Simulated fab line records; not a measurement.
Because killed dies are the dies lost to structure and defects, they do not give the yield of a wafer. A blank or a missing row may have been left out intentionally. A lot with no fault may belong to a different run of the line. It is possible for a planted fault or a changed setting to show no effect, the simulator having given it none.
Which tool is to blame?	flow ritCmos	42 wafers from 14 lots sampled at 5 of the route's 202 steps

== WHAT THE GAUGES READ, wafer by wafer ==
RIT_PSD_TW_MEAS_10.
lot	measured	on	PSD_TW
L896	day 3 00:54	filmMetro-04	3389 3410 3407
L898	day 3 12:40	filmMetro-01	3436 3430 3431
L899	day 3 16:48	filmMetro-03	3487 3476 3464
L900	day 3 20:56	filmMetro-04	3415 3418 3414
L901	day 4 02:04	filmMetro-04	3425 3432 3429
L902	day 4 06:33	filmMetro-04	3425 3441 3439
L903	day 4 11:37	filmMetro-04	3426 3423 3431
L910	day 6 01:28	filmMetro-03	3297 3310 3312
L912	day 6 10:16	filmMetro-04	3307 3293 3311
L914	day 6 19:26	filmMetro-04	3426 3440 3439
L915	day 7 01:13	filmMetro-04	3419 3438 3416
L916	day 7 05:29	filmMetro-04	3413 3433 3415
L917	day 7 11:04	filmMetro-01	3452 3475 3453
L918	day 7 15:49	filmMetro-03	3461 3454 3463

RIT_SDANNEAL_RS_MEAS_04: measures by four-point-probe.
lot	measured	on	PSD_RS (ohm/sq)
L896	day 3 01:23	filmMetro-03	116.16 116.14 115.78
L898	day 3 13:11	filmMetro-03	115.71 115.75 115.73
L899	day 3 17:17	filmMetro-01	115.38 115.69 115.92
L900	day 3 21:26	filmMetro-03	116.19 116.22 116.27
L901	day 4 02:34	filmMetro-03	115.74 115.75 115.73
L902	day 4 07:10	filmMetro-01	116.21 115.74 115.89
L903	day 4 12:19	filmMetro-01	116.32 115.93 116.19
L910	day 6 01:58	filmMetro-01	126.37 126.16 126.12
L912	day 6 10:45	filmMetro-01	126.33 125.90 126.47
L914	day 6 20:08	filmMetro-04	115.74 116.01 116.00
L915	day 7 01:41	filmMetro-03	115.94 115.83 116.21
L916	day 7 05:59	filmMetro-03	115.74 115.72 115.81
L917	day 7 11:37	filmMetro-04	115.78 115.97 116.10
L918	day 7 16:40	filmMetro-03	115.43 115.50 115.67

RIT_SDANNEAL_RS_MEAS_07: measures by four-point-probe.
lot	measured	on	NLDD_RS (ohm/sq)
L896	day 3 01:45	filmMetro-03	151.3 151.6 151.5
L898	day 3 13:32	filmMetro-03	151.4 151.4 150.8
L899	day 3 17:38	filmMetro-01	151.2 151.7 151.7
L900	day 3 21:47	filmMetro-03	151.4 151.5 151.5
L901	day 4 02:56	filmMetro-03	150.5 150.8 151.1
L902	day 4 07:31	filmMetro-01	151.4 151.1 151.5
L903	day 4 12:41	filmMetro-01	151.5 151.8 151.8
L910	day 6 02:19	filmMetro-01	152.4 151.7 152.0
L912	day 6 11:07	filmMetro-01	151.0 151.5 151.3
L914	day 6 20:30	filmMetro-04	151.3 151.3 152.1
L915	day 7 02:03	filmMetro-03	151.6 152.1 151.7
L916	day 7 06:21	filmMetro-03	151.5 151.7 151.4
L917	day 7 11:59	filmMetro-04	151.6 151.4 151.5
L918	day 7 17:02	filmMetro-03	151.2 151.1 151.2

RIT_M1_CD_MEAS_90: the cd target is 2600 nm.
lot	measured	on	cdNm (nm)
L896	day 3 07:13	cdSem-02	2599.0 2599.9 2598.8
L898	day 3 19:13	cdSem-02	2600.0 2600.8 2599.4
L899	day 3 22:56	cdSem-02	2597.9 2597.8 2599.9
L900	day 4 02:59	cdSem-01	2598.0 2597.2 2598.5
L901	day 4 08:11	cdSem-02	2596.9 2595.2 2599.9
L902	day 4 13:13	cdSem-02	2595.6 2594.2 2595.4
L903	day 4 18:08	cdSem-01	2595.4 2597.5 2597.1
L910	day 6 07:36	cdSem-01	2594.0 2594.3 2594.7
L912	day 6 16:35	cdSem-02	2595.1 2597.6 2597.8
L914	day 7 01:41	cdSem-02	2602.1 2601.4 2599.3
L915	day 7 07:27	cdSem-01	2597.9 2599.8 2601.7
L916	day 7 12:03	cdSem-01	2597.6 2597.0 2597.3
L917	day 7 17:41	cdSem-01	2598.6 2597.9 2601.1
L918	day 7 22:41	cdSem-01	2595.2 2596.6 2598.9

== WHAT TOOL EACH LOT RAN ON (gives the tool, then ch and the chambers of the sampled wafers, and finally the start) ==
lot	RIT_PSD_IMPLANT_08
L896	implanter-02 ch 0, day 3 00:35
L898	implanter-03 ch 0, day 3 12:22
L899	implanter-02 ch 0, day 3 16:28
L900	implanter-02 ch 0, day 3 20:37
L901	implanter-01 ch 0, day 4 01:46
L902	implanter-01 ch 0, day 4 06:15
L903	implanter-01 ch 0, day 4 11:17
L910	implanter-01 ch 0, day 6 01:00
L912	implanter-01 ch 0, day 6 09:56
L914	implanter-02 ch 0, day 6 19:08
L915	implanter-03 ch 0, day 7 00:53
L916	implanter-02 ch 0, day 7 05:10
L917	implanter-02 ch 0, day 7 10:46
L918	implanter-02 ch 0, day 7 15:31
- RIT_PSD_IMPLANT_08

== AS READ BY THE TOOLS THEMSELVES (means over the sampled wafers that have a number; for cases with no such wafer, the mark the record gives instead) ==
RIT_PSD_IMPLANT_08.
lot	tool	beamEnergyKeV
L896	implanter-02	26.997
L898	implanter-03	27.002
L899	implanter-02	27.011
L900	implanter-02	26.999
L901	implanter-01	26.997
L902	implanter-01	26.996
L903	implanter-01	27.006
L910	implanter-01	22.834
L912	implanter-01	22.836
L914	implanter-02	27.010
L915	implanter-03	27.010
L916	implanter-02	26.999
L917	implanter-02	27.004
L918	implanter-02	27.008

== THE ANSWER, worked out from the rows above alone ==
Rule: usual is defined by the lots themselves. The widest of any qualifying gaps counts: lots, ordered by their means at a reading, are off when they make up no more than a third of the lots, leave a main group of 4 or more, and stand apart from it by 3 or more times the standard deviation of that group's means. A main group is skipped when, at the precision printed for the reading in the tables above, its means are all equal. A lot without any number at a reading at which 4 lots or more have one is off too. Where the step has rows for the other lots, those lots are counted as sound. After the gauges, taken in route order, come the tools' own readings; for these a lot's mean is taken, as printed above. At the first step where some lot is off, the reading lying furthest off is the one used; lots without a number count as furthest.
Off: L910, L912, at RIT_PSD_TW_MEAS_10 (PSD_TW). For the main group the mean is 3435 and the standard deviation 20.
If a tool, at a process step before that reading, ran all the lots that are off and no sound lot after the first of them, it fits. Not tried: the gauges at RIT_PSD_TW_MEAS_10; whatever is off there is also off at RIT_SDANNEAL_RS_MEAS_04, on other tools, and gauge error can't account for it. One fits: RIT_PSD_IMPLANT_08 on implanter-01. Its last sound lot is L903 (day 4 11:17), its first lot that is off L910 (day 6 01:00): a fault that began between those two fits.
On the lots that are off, the tool's own readings at RIT_PSD_IMPLANT_08 differ by more than 5 times the standard deviation of the sound lots' means, which bears it out; beamEnergyKeV reads 22.835 there versus 27.003 on the sound lots.

== WHAT WAS PUT IN BY THE SIMULATOR ==
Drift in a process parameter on implanter-01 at RIT_PSD_IMPLANT_08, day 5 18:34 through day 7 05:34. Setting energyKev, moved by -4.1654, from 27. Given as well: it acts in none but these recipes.
Lots struck among those shown: L910, L912. The rule above reached the same finding.
